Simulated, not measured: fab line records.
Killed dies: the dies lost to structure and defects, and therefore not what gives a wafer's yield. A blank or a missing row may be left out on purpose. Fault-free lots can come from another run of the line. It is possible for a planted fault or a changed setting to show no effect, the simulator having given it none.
A struck lot beside a sound one / flow berkeleyCmos170 / 43 steps out of a route of 331
Sound: wafers L988.1, L988.3, L988.4. Struck: wafers L105.3, L105.5. (L105.1 of the same lot was not struck and is left out.) The cause comes at the end.
Each step with rows lists, per side, the tool, then ch with its chambers, then its first start. Under that, the readings that differ: sound wafers / struck wafers / difference of the means / sigmas: that difference in standard deviations of wafers without a fault.
alike: readings whose means differ by less than 2 such deviations, and words and numbers that are the same on both sides. not compared: withheld readings, readings that some wafer has no value for, bounds like >300 that may hide the same value, and numbers for which the record gives no deviation and whose values overlap.
The two part at a step that has a row with sigmas, a row that says differs or no value, or rows on one side only. Numbers that don't overlap but have no deviation are shown without sigmas and don't part them. Lack of a reading on every wafer of one side parts them only where that side has two or more wafers.

UCB170_PLDD_TW_MEAS_11:
  sound on filmMetro-01, day 7 00:19; struck on filmMetro-01, day 10 06:38
  alike: PLDD_TW
then, 7 steps without rows for these wafers: UCB170_PLDD_CLEAN_12 (cleans in SPM, time 600 s); UCB170_NLDD_HMDS_00 (prime time 60 s); UCB170_NLDD_COAT_01 (resist thk 900 nm); UCB170_NLDD_SOFTBAKE_02 (time 60 s); UCB170_NLDD_EXPOSE_03 (exposes mask NSELECT, target cd 1200 nm); UCB170_NLDD_PEB_04; UCB170_NLDD_DEVELOP_05 (develop time 45 s).
UCB170_NLDD_CD_MEAS_06 targets a cd of 1200 nm.
  sound on cdSem-01, day 7 01:35; struck on cdSem-01, day 10 08:07
  alike: cdNm
UCB170_NLDD_OVL_MEAS_07:
  sound on overlay-02, day 7 01:43; struck on overlay-01, day 10 08:14
  alike: NLDD_OVL
then, 2 steps without rows for these wafers: UCB170_NLDD_IMPLANT_08; UCB170_NLDD_IMPLANT_09.
UCB170_NLDD_STRIP_10: strips in O2.
  sound on plasmaAsher-04 ch 0,1, day 7 02:03; struck on plasmaAsher-03 ch 1, day 10 08:34
  alike: drypumpMotorCurrentA, o2FlowSccm, oesProductAu, stripTimeToEndpointS
  not compared: rfHoursCounterH
UCB170_NLDD_TW_MEAS_11:
  sound on filmMetro-01, day 7 02:09; struck on filmMetro-03, day 10 08:40
  alike: NLDD_TW
then, 1 step without rows for these wafers: UCB170_NLDD_CLEAN_12 (cleans in SPM, time 600 s).
UCB170_SPACER_CVD_00: deposits SiO2 from TEOS/O2, target thk 376 nm, time 47 s.
  sound on pecvd-04 ch 0,1,2, day 7 02:23; struck on pecvd-03 ch 1,2, day 10 08:54
  alike: heaterPowerW
UCB170_SPACER_THK_MEAS_01:
  sound on filmMetro-04, day 7 02:26; struck on filmMetro-04, day 10 08:56
  alike: SPACER_TEOS_THK
then, 1 step without rows for these wafers: UCB170_SPACER_ANNEAL_02 (time 1800 s).
UCB170_SPACER_ETCHBACK_03: etches SiO2 in CHF3/CF4/Ar, stops on Si, target depth 376 nm, time 100 s.
  sound on rieDiel-03 ch 1,2,3, day 7 05:38; struck on rieDiel-03 ch 3, day 10 14:13
  alike: cf4FlowSccm, drypumpMotorCurrentA, oesProductAu, throttleValvePct
  not compared: rfHoursCounterH
then, 6 steps without rows for these wafers: UCB170_PSD_HMDS_00 (prime time 60 s); UCB170_PSD_COAT_01 (resist thk 900 nm); UCB170_PSD_SOFTBAKE_02 (time 60 s); UCB170_PSD_EXPOSE_03 (exposes mask PSELECT MOD, target cd 1200 nm); UCB170_PSD_PEB_04; UCB170_PSD_DEVELOP_05 (develop time 45 s).
UCB170_PSD_CD_MEAS_06 targets a cd of 1200 nm.
  sound on cdSem-01, day 7 07:15; struck on cdSem-01, day 10 15:42
  alike: cdNm
UCB170_PSD_OVL_MEAS_07:
  sound on overlay-02, day 7 07:22; struck on overlay-02, day 10 15:49
  alike: PSD_OVL
next, for these wafers, 1 step has no rows: UCB170_PSD_IMPLANT_08.
UCB170_PSD_STRIP_09: strips in O2.
  sound on plasmaAsher-03 ch 0,1, day 7 07:33; struck on plasmaAsher-02 ch 1, day 10 16:01
  alike: drypumpMotorCurrentA, o2FlowSccm, oesProductAu, stripTimeToEndpointS
  not compared: rfHoursCounterH
UCB170_PSD_TW_MEAS_10:
  sound on filmMetro-02, day 7 07:39; struck on filmMetro-02, day 10 16:07
  alike: PSD_TW
then, 7 steps without rows for these wafers: UCB170_PSD_CLEAN_11 (cleans in SPM, time 600 s); UCB170_NSD_HMDS_00 (prime time 60 s); UCB170_NSD_COAT_01 (resist thk 900 nm); UCB170_NSD_SOFTBAKE_02 (time 60 s); UCB170_NSD_EXPOSE_03 (exposes mask NSELECT MOD, target cd 1200 nm); UCB170_NSD_PEB_04; UCB170_NSD_DEVELOP_05 (develop time 45 s).
UCB170_NSD_CD_MEAS_06 targets a cd of 1200 nm.
  sound on cdSem-01, day 7 08:52; struck on cdSem-01, day 10 19:01
  alike: cdNm
UCB170_NSD_OVL_MEAS_07:
  sound on overlay-02, day 7 08:59; struck on overlay-01, day 10 19:08
  alike: NSD_OVL
next, for these wafers, 1 step has no rows: UCB170_NSD_IMPLANT_08.
UCB170_NSD_STRIP_09: strips in O2.
  sound on plasmaAsher-02 ch 0,1, day 7 09:10; struck on plasmaAsher-02 ch 1, day 10 19:19
  alike: drypumpMotorCurrentA, o2FlowSccm, oesProductAu, stripTimeToEndpointS
  not compared: rfHoursCounterH
UCB170_NSD_TW_MEAS_10:
  sound on filmMetro-03, day 7 09:16; struck on filmMetro-01, day 10 19:25
  alike: NSD_TW
UCB170_M3_PROBE_99:
  rows exist in the record for the struck wafers here (prober-01, day 11 21:58), but not for the sound ones

## WHERE THEY PART
Only at UCB170_M3_PROBE_99, within this record.

WHY: the cause the simulator had injected
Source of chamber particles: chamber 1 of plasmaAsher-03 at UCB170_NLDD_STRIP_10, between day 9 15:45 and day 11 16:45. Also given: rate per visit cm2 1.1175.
